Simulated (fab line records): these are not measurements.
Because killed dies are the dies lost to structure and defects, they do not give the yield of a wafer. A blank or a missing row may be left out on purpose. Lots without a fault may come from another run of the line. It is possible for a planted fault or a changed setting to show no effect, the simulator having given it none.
fab line records -- flow ritCmos
record lots=7, wafers=21, lastDay=7
route steps=202 shown GATE@76 FOX2@80 M1@202
lots that met no fault: from a run of the same line without faults
startH: the number of hours between the record's first day and the start of the first shown wafer of the lot -- waitH: hours from the lot's prior step to this one -- " identical to the entry in the row above -- L1.1+2: a single row standing in for several wafers -- - no value, or no start was given -- * or withheld: withheld -- < > ~ a bound
route shown NAME@n: NAME is a module with steps in the file, n the number in the route of the first one -- usual: the fault-free wafers' mean and standard deviation -- same: alike in all rows -- chamber/n: place in a boat -- sites: readings site by site -- _std_site: the standard deviation of these -- _edge_site: the outer-site mean with the inner-site mean subtracted -- radiusMm: for every site, how far away it sits from the centre of the wafer -- mask NAME#n: copy n -- behind: the most recent tool/chamber to have shaped the wafer -- hold: the reason the lot was held/the length of the hold in hours/how it ended -- device: names the non-switching transistor (n, p or np) -- end of line: the same wafers' tests at the end of the route -- a step without rows: its recipe alone -- killed: dies lost to structure and defects at the first sort, not the wafer's yield -- map: a wafer's dies, x killed, . not, _ none there
set.NAME: the setting as run; set.NAME@STEP: as run at that earlier step -- model.NAME: the simulator's own value behind a step, which no gauge read
a table for each step, a row for each wafer; lots at some steps of the route
## steps
# step RIT_GATE_CLEAN_01
# recipe chemistry=SC1, mix=3:3:50, timeS=600, tempC=75
# step RIT_GATE_CLEAN_02
# recipe chemistry=dHF, dilution=50:1, timeS=30
# step RIT_GATE_CLEAN_03
# recipe chemistry=SC2, mix=3:3:50, timeS=600, tempC=75, dry=n2Spin
# step RIT_GATE_CLEAN_04
# recipe chemistry=dHF, dilution=50:1, timeS=60, dry=n2Spin
# step RIT_FOX2_THK_MEAS_91
# recipe reads=SiO2_of_FOX2_OXIDATION_00
# usual FIELD_OXIDE_LEFT_2_THK=253/6.4
lot.wafer,tool,chamber,startH,waitH,FIELD_OXIDE_LEFT_2_THK[nm]
L255.1,filmMetro-04,-,36.80,0.0,247
L255.4,filmMetro-04,-,36.80,0.0,247
L255.6,filmMetro-04,-,36.80,0.0,242
L258.1,filmMetro-02,-,52.50,0.0,256
L258.3,filmMetro-02,-,52.50,0.0,257
L258.4,filmMetro-02,-,52.50,0.0,257
L266.1,filmMetro-04,-,96.16,0.0,258
L266.2,filmMetro-04,-,96.16,0.0,260
L266.6,filmMetro-04,-,96.16,0.0,258
L267.1,filmMetro-02,-,101.35,0.0,250
L267.3,filmMetro-02,-,101.35,0.0,252
L267.5,filmMetro-02,-,101.35,0.0,247
L269.2,filmMetro-02,-,111.24,0.0,257
L269.4,filmMetro-02,-,111.24,0.0,253
L269.5,filmMetro-02,-,111.24,0.0,248
L273.1,filmMetro-03,-,133.40,0.0,259
L273.2,filmMetro-03,-,133.40,0.0,260
L273.4,filmMetro-03,-,133.40,0.0,259
L277.1,filmMetro-04,-,148.52,0.0,247
L277.2,filmMetro-04,-,148.52,0.0,244
L277.6,filmMetro-04,-,148.52,0.0,246
# step RIT_GATE_OXIDATION_05
# recipe tempC=900, ambient=O2, targetThkA=30, oxTimeS=270
# step RIT_GATE_ANNEAL_06
# recipe tempC=900, timeS=600, ambient=N2O
# step RIT_GATE_THK_MEAS_07
# recipe reads=SiO2_of_GATE_OXIDATION_05
# usual GATE_OXIDE_THK=3.01/0.071
lot.wafer,tool,chamber,startH,waitH,GATE_OXIDE_THK[nm]
L255.1,filmMetro-02,-,38.19,0.0,2.85
L255.4,filmMetro-02,-,38.19,0.0,2.98
L255.6,filmMetro-02,-,38.19,0.0,2.94
L258.1,filmMetro-02,-,54.65,0.0,3.00
L258.3,filmMetro-02,-,54.65,0.0,3.00
L258.4,filmMetro-02,-,54.65,0.0,2.96
L266.1,filmMetro-02,-,99.22,0.0,2.96
L266.2,filmMetro-02,-,99.22,0.0,3.04
L266.6,filmMetro-02,-,99.22,0.0,3.02
L267.1,filmMetro-03,-,109.67,0.0,2.93
L267.3,filmMetro-03,-,109.67,0.0,2.99
L267.5,filmMetro-03,-,109.67,0.0,3.01
L269.2,filmMetro-02,-,115.37,0.0,2.98
L269.4,filmMetro-02,-,115.37,0.0,3.02
L269.5,filmMetro-02,-,115.37,0.0,3.03
L273.1,filmMetro-04,-,136.18,0.0,2.95
L273.2,filmMetro-04,-,136.18,0.0,2.96
L273.4,filmMetro-04,-,136.18,0.0,3.06
L277.1,filmMetro-02,-,149.91,0.0,3.05
L277.2,filmMetro-02,-,149.91,0.0,3.11
L277.6,filmMetro-02,-,149.91,0.0,3.03
# step RIT_GATE_CVD_08
# recipe material=poly-Si, targetThkNm=250, tempC=610, precursor=SiH4, timeS=2220, pressureMtorr=300, sih4FlowSccm=100
# step RIT_GATE_THK_MEAS_09
# recipe reads=poly-Si_of_GATE_CVD_08
# usual GATE_POLY_THK=251.3/2.3
lot.wafer,tool,chamber,startH,waitH,GATE_POLY_THK[nm]
L255.1,filmMetro-02,-,39.86,0.0,248.4
L255.4,filmMetro-02,-,39.86,0.0,249.1
L255.6,filmMetro-02,-,39.86,0.0,250.6
L258.1,filmMetro-04,-,56.32,0.0,244.8
L258.3,filmMetro-04,-,56.32,0.0,246.3
L258.4,filmMetro-04,-,56.32,0.0,248.5
L266.1,filmMetro-02,-,100.90,0.0,252.3
L266.2,filmMetro-02,-,100.90,0.0,252.4
L266.6,filmMetro-02,-,100.90,0.0,251.2
L267.1,filmMetro-04,-,111.35,0.0,252.2
L267.3,filmMetro-04,-,111.35,0.0,249.8
L267.5,filmMetro-04,-,111.35,0.0,249.8
L269.2,filmMetro-04,-,117.05,0.0,247.2
L269.4,filmMetro-04,-,117.05,0.0,248.0
L269.5,filmMetro-04,-,117.05,0.0,247.3
L273.1,filmMetro-04,-,138.70,0.0,252.7
L273.2,filmMetro-04,-,138.70,0.0,252.2
L273.4,filmMetro-04,-,138.70,0.0,254.5
L277.1,filmMetro-03,-,151.90,0.0,250.4
L277.2,filmMetro-03,-,151.90,0.0,252.1
L277.6,filmMetro-03,-,151.90,0.0,249.9
# step RIT_GATE_HMDS_10
# recipe primeTimeS=60, primeTempC=140
# step RIT_GATE_COAT_11
# recipe resist=NOVOLAK, spinRpm=4250, resistThkNm=850
# step RIT_GATE_SOFTBAKE_12
# recipe resist=NOVOLAK, tempC=90, timeS=60
# usual exhaustPa=44.8/0.69, heaterPowerTotalW=34.56/0.051, plateTempC=89.99/0.11, resistLineTempC=23.03/0.12
lot.wafer,tool,chamber,startH,waitH,exhaustPa,heaterPowerTotalW,plateTempC,resistLineTempC
L255.1,lithoTrack-03,0,40.22,0.1,43.5,34.60,89.87,23.02
L255.4,lithoTrack-03,0,40.22,0.1,45.0,34.65,90.02,23.18
L255.6,lithoTrack-03,0,40.22,0.1,44.5,34.50,89.86,23.08
L258.1,lithoTrack-01,0,56.68,0.1,44.9,34.54,90.00,23.13
L258.3,lithoTrack-01,0,56.68,0.1,44.2,34.54,90.17,23.35
L258.4,lithoTrack-01,0,56.68,0.1,45.7,34.43,89.99,23.15
L266.1,lithoTrack-03,0,101.26,0.1,44.2,33.72,88.61,23.20
L266.2,lithoTrack-03,0,101.26,0.1,44.1,33.71,88.38,23.08
L266.6,lithoTrack-03,0,101.26,0.1,44.9,33.82,88.54,22.84
L267.1,lithoTrack-03,0,111.71,0.1,44.4,33.80,88.60,23.19
L267.3,lithoTrack-03,0,111.71,0.1,43.9,33.77,88.52,23.05
L267.5,lithoTrack-03,0,111.71,0.1,44.8,33.73,88.42,23.03
L269.2,lithoTrack-03,0,117.42,0.1,45.5,33.77,88.58,23.05
L269.4,lithoTrack-03,0,117.42,0.1,44.8,33.84,88.63,23.18
L269.5,lithoTrack-03,0,117.42,0.1,46.3,33.86,88.66,23.13
L273.1,lithoTrack-02,0,139.27,0.1,44.6,34.58,89.90,22.89
L273.2,lithoTrack-02,0,139.27,0.1,44.1,34.57,89.97,22.95
L273.4,lithoTrack-02,0,139.27,0.1,45.0,34.41,89.74,22.87
L277.1,lithoTrack-02,0,152.26,0.1,44.7,34.57,89.94,22.95
L277.2,lithoTrack-02,0,152.26,0.1,43.0,34.49,89.94,22.97
L277.6,lithoTrack-02,0,152.26,0.1,45.2,34.61,90.06,23.00
# step RIT_GATE_EXPOSE_13
# recipe maskId=M6, na=0.6, sourceShape=conventional, sigmaOuter=0.6, targetCdNm=150, doseMj=380
# step RIT_M1_PROBE_99
# usual killedAtFrontEnd=6.6/2.7, killedDies=6.6/2.7, killedOnRim=1.7/1.3, killedOpen=3.3/1.8, killedShort=3.4/1.9
# same grossDies=264, killed_at_M0_to_M3=0, killed_at_M4_up=0, killedAtBackSide=0, killedAtContacts=0, killedAtOther=0
lot.wafer,tool,chamber,startH,waitH,killedAtFrontEnd,killedDies,killedOnRim,killedOpen,killedShort
L255.1,prober-02,-,61.68,0.1,1,1,0,0,1
L255.4,prober-02,-,61.83,0.2,10,10,3,8,2
L255.6,prober-02,-,61.93,0.2,13,13,5,7,6
L258.1,prober-01,-,78.67,0.1,6,6,1,4,2
L258.3,prober-01,-,78.77,0.2,6,6,2,4,2
L258.4,prober-01,-,78.82,0.2,5,5,1,2,3
L266.1,prober-01,-,125.93,0.1,6,6,1,3,3
L266.2,prober-01,-,125.98,0.1,6,6,0,3,3
L266.6,prober-01,-,126.18,0.2,7,7,1,1,6
L267.1,prober-02,-,136.05,0.1,7,7,3,5,2
L267.3,prober-02,-,136.15,0.2,5,5,2,3,2
L267.5,prober-02,-,136.25,0.2,5,5,1,2,3
L269.2,prober-02,-,141.01,0.1,8,8,3,4,4
L269.4,prober-02,-,141.11,0.2,8,8,2,3,5
L269.5,prober-02,-,141.16,0.2,4,4,1,1,3
L273.1,prober-02,-,160.90,0.1,7,7,4,3,4
L273.2,prober-02,-,160.95,0.1,10,10,1,6,4
L273.4,prober-02,-,161.05,0.2,11,11,6,6,5
L277.1,prober-02,-,173.53,0.1,6,6,2,4,2
L277.2,prober-02,-,173.58,0.1,7,7,2,4,3
L277.6,prober-02,-,173.78,0.2,4,4,1,2,2
# killed by level:class
L255.1 SILICIDE:geometricParticle:short=1
L255.4 FOX1:geometricParticle:open=3 FOX2:geometricParticle:open=2 SPACER:geometricParticle:open=2 FOX2:geometricParticle:short=1 GATE:geometricParticle:short=1 GATE:geometricParticle:open=1
L255.6 FOX1:geometricParticle:open=3 SPACER:geometricParticle:short=3 FOX2:geometricParticle:short=2 FOX2:geometricParticle:open=2 GATE:geometricParticle:open=1 REOX:geometricParticle:open=1 REOX:geometricParticle:short=1
L258.1 FOX1:geometricParticle:short=1 FOX2:geometricParticle:open=1 GATE:geometricParticle:short=1 GATE:geometricParticle:open=1 SPACER:geometricParticle:open=1 SILICIDE:geometricParticle:open=1
L258.3 GATE:geometricParticle:open=4 GATE:geometricParticle:short=2
L258.4 GATE:geometricParticle:short=3 GATE:geometricParticle:open=2
L266.1 GATE:geometricParticle:open=2 SPACER:geometricParticle:short=2 GATE:geometricParticle:short=1 SILICIDE:geometricParticle:open=1
L266.2 FOX1:geometricParticle:open=2 ACTIVE:geometricParticle:short=1 GATE:geometricParticle:short=1 SPACER:geometricParticle:short=1 SPACER:geometricParticle:open=1
L266.6 SPACER:geometricParticle:short=2 FOX1:geometricParticle:short=1 FOX2:geometricParticle:short=1 GATE:geometricParticle:short=1 GATE:geometricParticle:open=1 REOX:geometricParticle:short=1
L267.1 GATE:geometricParticle:open=4 GATE:geometricParticle:short=1 SPACER:geometricParticle:open=1 SILICIDE:geometricParticle:short=1
L267.3 FOX1:geometricParticle:open=2 GATE:geometricParticle:open=1 GATE:geometricParticle:short=1 SILICIDE:geometricParticle:short=1
L267.5 FOX1:geometricParticle:open=1 FOX2:geometricParticle:short=1 GATE:geometricParticle:short=1 GATE:geometricParticle:open=1 SPACER:geometricParticle:short=1
L269.2 SPACER:geometricParticle:short=3 SPACER:geometricParticle:open=3 FOX2:geometricParticle:open=1 GATE:geometricParticle:short=1
L269.4 FOX2:geometricParticle:short=2 GATE:geometricParticle:short=2 REOX:geometricParticle:open=2 REOX:geometricParticle:short=1 SPACER:geometricParticle:open=1
L269.5 GATE:geometricParticle:short=2 REOX:geometricParticle:open=1 SILICIDE:geometricParticle:short=1
L273.1 SILICIDE:geometricParticle:open=2 SILICIDE:geometricParticle:short=1 FOX2:geometricParticle:short=1 FOX2:geometricParticle:open=1 GATE:geometricParticle:short=1 REOX:geometricParticle:short=1
L273.2 FOX1:geometricParticle:open=2 FOX2:geometricParticle:short=2 FOX2:geometricParticle:open=1 GATE:geometricParticle:open=1 GATE:geometricParticle:short=1 REOX:geometricParticle:short=1 REOX:geometricParticle:open=1 SILICIDE:geometricParticle:open=1
L273.4 FOX1:geometricParticle:open=2 GATE:geometricParticle:open=2 GATE:geometricParticle:short=2 REOX:geometricParticle:short=2 FOX1:geometricParticle:short=1 REOX:geometricParticle:open=1 SILICIDE:geometricParticle:open=1
L277.1 SPACER:geometricParticle:open=2 GATE:geometricParticle:open=1 GATE:geometricParticle:short=1 SPACER:geometricParticle:short=1 SILICIDE:geometricParticle:open=1
L277.2 FOX1:geometricParticle:open=1 GATE:geometricParticle:open=1 REOX:geometricParticle:open=1 REOX:geometricParticle:short=1 SPACER:geometricParticle:short=1 SPACER:geometricParticle:open=1 SILICIDE:geometricParticle:short=1
L277.6 FOX2:geometricParticle:open=2 FOX2:geometricParticle:short=1 GATE:geometricParticle:short=1
## key
firstSign step=RIT_GATE_SOFTBAKE_12, reading=heaterPowerTotalW, direction=down, sigmas=15, usual=34.56, struck=33.78
effect step=RIT_GATE_SOFTBAKE_12, reading=plateTempC, direction=down, sigmas=13, usual=*, struck=*
metAt RIT_GATE_SOFTBAKE_12
struckWafers L266.1,L266.2,L266.6,L267.1,L267.3,L267.5,L269.2,L269.4,L269.5
testerLeftOut L266,L267,L269
loopTrim step=RIT_GATE_EXPOSE_13, setting=dose, lots=L267
onsetBetween 40.22 101.26
fault kind=processParameterDrift, tool=lithoTrack-03, chamber=-, onsetH=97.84, steps=RIT_GATE_SOFTBAKE_12, channel=tempC, offset=*, shape=step, endH=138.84, actsIn=*, stated=*
# testerLeftOut: of these lots the tester's yield and bins aren't shown, on N5 and GAA mostly nor the transistor test; their killed dies are dies lost to structure and defects alone, not to doping, threshold or leakage, so they don't give the yield
# loopTrim: a control loop set the setting to another value than it would have without faults
